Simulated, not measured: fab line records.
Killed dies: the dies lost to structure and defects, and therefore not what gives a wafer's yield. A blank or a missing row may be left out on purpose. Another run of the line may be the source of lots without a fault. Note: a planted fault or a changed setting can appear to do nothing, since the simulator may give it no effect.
Which tool was responsible? :: flow rit_cmos :: 15 lots with 45 wafers sampled at 2 steps, on a route of 202 steps

## WHAT EACH GAUGE READ, for each wafer
Not one reading of a measure or inspect step in the record can be checked against a usual standard deviation.

## TOOL THAT RAN EACH LOT (tool first, then ch and the chambers of the sampled wafers, then the start)
lot: L482
RIT_M1_SOFTBAKE_05: litho_track-02 ch 0, day 3 09:19
RIT_M1_PROBE_99: prober-02, day 3 12:46

lot: L483
RIT_M1_SOFTBAKE_05: litho_track-04 ch 0, day 3 16:19
RIT_M1_PROBE_99: prober-01, day 3 19:41

lot: L484
RIT_M1_SOFTBAKE_05: litho_track-04 ch 0, day 3 21:25
RIT_M1_PROBE_99: prober-02, day 4 01:02

lot: L485
RIT_M1_SOFTBAKE_05: litho_track-03 ch 0, day 3 23:42
RIT_M1_PROBE_99: prober-01, day 4 03:14

lot: L487
RIT_M1_SOFTBAKE_05: litho_track-04 ch 0, day 4 08:12
RIT_M1_PROBE_99: prober-01, day 4 11:40

lot: L488
RIT_M1_SOFTBAKE_05: litho_track-03 ch 0, day 4 11:46
RIT_M1_PROBE_99: prober-02, day 4 17:38

lot: L490
RIT_M1_SOFTBAKE_05: litho_track-03 ch 0, day 4 22:28
RIT_M1_PROBE_99: prober-02, day 5 02:40

lot: L491
RIT_M1_SOFTBAKE_05: litho_track-04 ch 0, day 5 05:13
RIT_M1_PROBE_99: prober-01, day 5 08:34

lot: L493
RIT_M1_SOFTBAKE_05: litho_track-03 ch 0, day 5 21:39
RIT_M1_PROBE_99: prober-01, day 6 01:05

lot: L495
RIT_M1_SOFTBAKE_05: litho_track-03 ch 0, day 6 07:44
RIT_M1_PROBE_99: prober-02, day 6 11:01

lot: L497
RIT_M1_SOFTBAKE_05: litho_track-03 ch 0, day 6 16:58
RIT_M1_PROBE_99: prober-02, day 6 20:13

lot: L499
RIT_M1_SOFTBAKE_05: litho_track-04 ch 0, day 6 19:29
RIT_M1_PROBE_99: prober-02, day 6 22:52

lot: L501
RIT_M1_SOFTBAKE_05: litho_track-02 ch 0, day 7 04:41
RIT_M1_PROBE_99: prober-02, day 7 08:06

lot: L503
RIT_M1_SOFTBAKE_05: litho_track-04 ch 0, day 8 02:35
RIT_M1_PROBE_99: prober-02, day 8 06:06

lot: L504
RIT_M1_SOFTBAKE_05: litho_track-02 ch 0, day 8 08:21
RIT_M1_PROBE_99: prober-01, day 8 13:01
- RIT_M1_SOFTBAKE_05: time 61.98 s.
- RIT_M1_PROBE_99

## AS READ BY THE TOOLS THEMSELVES (means over the sampled wafers that have a number; for cases with no such wafer, the mark the record gives instead)
RIT_M1_SOFTBAKE_05. Usual: exhaust_pa 44.8 Pa, standard deviation 0.83; heater_power_total_W 34.62 W, standard deviation 0.048; plate_sensor_t_centre_C 90.968 C, standard deviation 0.0098; plate_sensor_t_edge_C 91.019 C, standard deviation 0.011.
lot: L482
tool: litho_track-02
exhaust_pa (Pa): 44.8
heater_power_total_W (W): 34.60
plate_sensor_t_centre_C (C): 90.971
plate_sensor_t_edge_C (C): 91.017
flag: 

lot: L483
tool: litho_track-04
exhaust_pa (Pa): 44.4
heater_power_total_W (W): 34.63
plate_sensor_t_centre_C (C): 90.969
plate_sensor_t_edge_C (C): 91.019
flag: 

lot: L484
tool: litho_track-04
exhaust_pa (Pa): 43.8
heater_power_total_W (W): 34.63
plate_sensor_t_centre_C (C): 90.965
plate_sensor_t_edge_C (C): 91.013
flag: 

lot: L485
tool: litho_track-03
exhaust_pa (Pa): 44.2
heater_power_total_W (W): 34.68
plate_sensor_t_centre_C (C): 90.974
plate_sensor_t_edge_C (C): 91.019
flag: 

lot: L487
tool: litho_track-04
exhaust_pa (Pa): 44.1
heater_power_total_W (W): 34.67
plate_sensor_t_centre_C (C): 90.970
plate_sensor_t_edge_C (C): 91.033
flag: 

lot: L488
tool: litho_track-03
exhaust_pa (Pa): 45.9
heater_power_total_W (W): 34.63
plate_sensor_t_centre_C (C): 90.968
plate_sensor_t_edge_C (C): 91.025
flag: 

lot: L490
tool: litho_track-03
exhaust_pa (Pa): 45.3
heater_power_total_W (W): 34.59
plate_sensor_t_centre_C (C): 90.976
plate_sensor_t_edge_C (C): 91.015
flag: 

lot: L491
tool: litho_track-04
exhaust_pa (Pa): 44.2
heater_power_total_W (W): 34.65
plate_sensor_t_centre_C (C): 90.964
plate_sensor_t_edge_C (C): 91.015
flag: 

lot: L493
tool: litho_track-03
exhaust_pa (Pa): 44.9
heater_power_total_W (W): 33.97
plate_sensor_t_centre_C (C): 89.798
plate_sensor_t_edge_C (C): 89.838
flag: OFF

lot: L495
tool: litho_track-03
exhaust_pa (Pa): 45.6
heater_power_total_W (W): 33.95
plate_sensor_t_centre_C (C): 89.787
plate_sensor_t_edge_C (C): 89.840
flag: OFF

lot: L497
tool: litho_track-03
exhaust_pa (Pa): 44.9
heater_power_total_W (W): 34.02
plate_sensor_t_centre_C (C): 89.795
plate_sensor_t_edge_C (C): 89.855
flag: OFF

lot: L499
tool: litho_track-04
exhaust_pa (Pa): 45.8
heater_power_total_W (W): 34.66
plate_sensor_t_centre_C (C): 90.962
plate_sensor_t_edge_C (C): 91.026
flag: 

lot: L501
tool: litho_track-02
exhaust_pa (Pa): 44.3
heater_power_total_W (W): 34.64
plate_sensor_t_centre_C (C): 90.954
plate_sensor_t_edge_C (C): 91.029
flag: 

lot: L503
tool: litho_track-04
exhaust_pa (Pa): 45.1
heater_power_total_W (W): 34.63
plate_sensor_t_centre_C (C): 90.976
plate_sensor_t_edge_C (C): 91.008
flag: 

lot: L504
tool: litho_track-02
exhaust_pa (Pa): 45.6
heater_power_total_W (W): 34.63
plate_sensor_t_centre_C (C): 90.966
plate_sensor_t_edge_C (C): 91.029
flag: 

RIT_M1_PROBE_99. Usual: killed_at_M0_to_M3 0.0, standard deviation 0.16; killed_at_contacts 0.1, standard deviation 0.25; killed_at_front_end 7, standard deviation 3.2; killed_dies 7, standard deviation 3.2; killed_on_rim 1.8, standard deviation 1.6; killed_open 3.5, standard deviation 2.1; killed_short 3.5, standard deviation 2.1.
lot: L482
tool: prober-02
killed_at_M0_to_M3: 0.0
killed_at_contacts: 0.0
killed_at_front_end: 5
killed_dies: 5
killed_on_rim: 1.7
killed_open: 1.7
killed_short: 2.7
flag: 

lot: L483
tool: prober-01
killed_at_M0_to_M3: 0.3
killed_at_contacts: 0.0
killed_at_front_end: 7
killed_dies: 7
killed_on_rim: 0.7
killed_open: 3.0
killed_short: 4.0
flag: 

lot: L484
tool: prober-02
killed_at_M0_to_M3: 0.0
killed_at_contacts: 0.0
killed_at_front_end: 7
killed_dies: 7
killed_on_rim: 1.3
killed_open: 2.7
killed_short: 4.3
flag: 

lot: L485
tool: prober-01
killed_at_M0_to_M3: 0.0
killed_at_contacts: 0.0
killed_at_front_end: 6
killed_dies: 6
killed_on_rim: 2.3
killed_open: 3.3
killed_short: 2.7
flag: 

lot: L487
tool: prober-01
killed_at_M0_to_M3: 0.0
killed_at_contacts: 0.0
killed_at_front_end: 5
killed_dies: 5
killed_on_rim: 0.3
killed_open: 3.7
killed_short: 1.3
flag: 

lot: L488
tool: prober-02
killed_at_M0_to_M3: 0.0
killed_at_contacts: 0.0
killed_at_front_end: 5
killed_dies: 5
killed_on_rim: 1.0
killed_open: 3.7
killed_short: 1.3
flag: 

lot: L490
tool: prober-02
killed_at_M0_to_M3: 0.0
killed_at_contacts: 0.0
killed_at_front_end: 8
killed_dies: 8
killed_on_rim: 2.7
killed_open: 3.7
killed_short: 4.7
flag: 

lot: L491
tool: prober-01
killed_at_M0_to_M3: 0.0
killed_at_contacts: 0.0
killed_at_front_end: 5
killed_dies: 5
killed_on_rim: 1.3
killed_open: 1.7
killed_short: 3.0
flag: 

lot: L493
tool: prober-01
killed_at_M0_to_M3: 0.0
killed_at_contacts: 0.0
killed_at_front_end: 5
killed_dies: 5
killed_on_rim: 1.7
killed_open: 2.3
killed_short: 3.0
flag: 

lot: L495
tool: prober-02
killed_at_M0_to_M3: 0.3
killed_at_contacts: 0.0
killed_at_front_end: 12
killed_dies: 12
killed_on_rim: 2.3
killed_open: 7.0
killed_short: 5.0
flag: 

lot: L497
tool: prober-02
killed_at_M0_to_M3: 0.0
killed_at_contacts: 0.0
killed_at_front_end: 8
killed_dies: 8
killed_on_rim: 3.3
killed_open: 5.3
killed_short: 3.0
flag: 

lot: L499
tool: prober-02
killed_at_M0_to_M3: 0.3
killed_at_contacts: 0.3
killed_at_front_end: 10
killed_dies: 11
killed_on_rim: 3.7
killed_open: 5.3
killed_short: 5.3
flag: 

lot: L501
tool: prober-02
killed_at_M0_to_M3: 0.0
killed_at_contacts: 0.0
killed_at_front_end: 5
killed_dies: 5
killed_on_rim: 1.0
killed_open: 3.3
killed_short: 2.0
flag: 

lot: L503
tool: prober-02
killed_at_M0_to_M3: 0.0
killed_at_contacts: 0.0
killed_at_front_end: 7
killed_dies: 7
killed_on_rim: 0.7
killed_open: 4.3
killed_short: 2.3
flag: 

lot: L504
tool: prober-01
killed_at_M0_to_M3: 0.0
killed_at_contacts: 0.0
killed_at_front_end: 7
killed_dies: 7
killed_on_rim: 1.7
killed_open: 4.0
killed_short: 3.3
flag: 

## THE ANSWER, worked out from the rows above alone
Rule: a lot counts as off when the mean over its wafers that have a number is more than 3 standard deviations away from the usual mean. Also off: a lot with no number at a reading for which 4 or more lots have one. Where the step has rows for the other lots, those lots are counted as sound. The gauges are gone through in route order, then the tools' own readings, and for those a lot's mean is taken as printed above. The first step at which some lot is off is used, and at that step the reading that is off furthest; a lot without a number counts as furthest.
Off, at RIT_M1_SOFTBAKE_05 on plate_sensor_t_centre_C: L493, L495, L497.
A tool fits if, at that step or a process step before it, it ran every lot that is off, and no sound lot after the first of them. One fits: RIT_M1_SOFTBAKE_05 on litho_track-03. Its last sound lot is L490 (day 4 22:28), its first lot that is off L493 (day 5 21:39): a fault that began between those two fits.
The tool's own readings at RIT_M1_SOFTBAKE_05 bear it out: on the lots that are off they differ by more than 5 times the standard deviation of the sound lots' means. heater_power_total_W reads 33.98 W there against 34.64 W on the sound lots; plate_sensor_t_centre_C reads 89.793 C there against 90.968 C on the sound lots; plate_sensor_t_edge_C reads 89.844 C there against 91.021 C on the sound lots.

## WHAT THE SIMULATOR HAD PUT IN
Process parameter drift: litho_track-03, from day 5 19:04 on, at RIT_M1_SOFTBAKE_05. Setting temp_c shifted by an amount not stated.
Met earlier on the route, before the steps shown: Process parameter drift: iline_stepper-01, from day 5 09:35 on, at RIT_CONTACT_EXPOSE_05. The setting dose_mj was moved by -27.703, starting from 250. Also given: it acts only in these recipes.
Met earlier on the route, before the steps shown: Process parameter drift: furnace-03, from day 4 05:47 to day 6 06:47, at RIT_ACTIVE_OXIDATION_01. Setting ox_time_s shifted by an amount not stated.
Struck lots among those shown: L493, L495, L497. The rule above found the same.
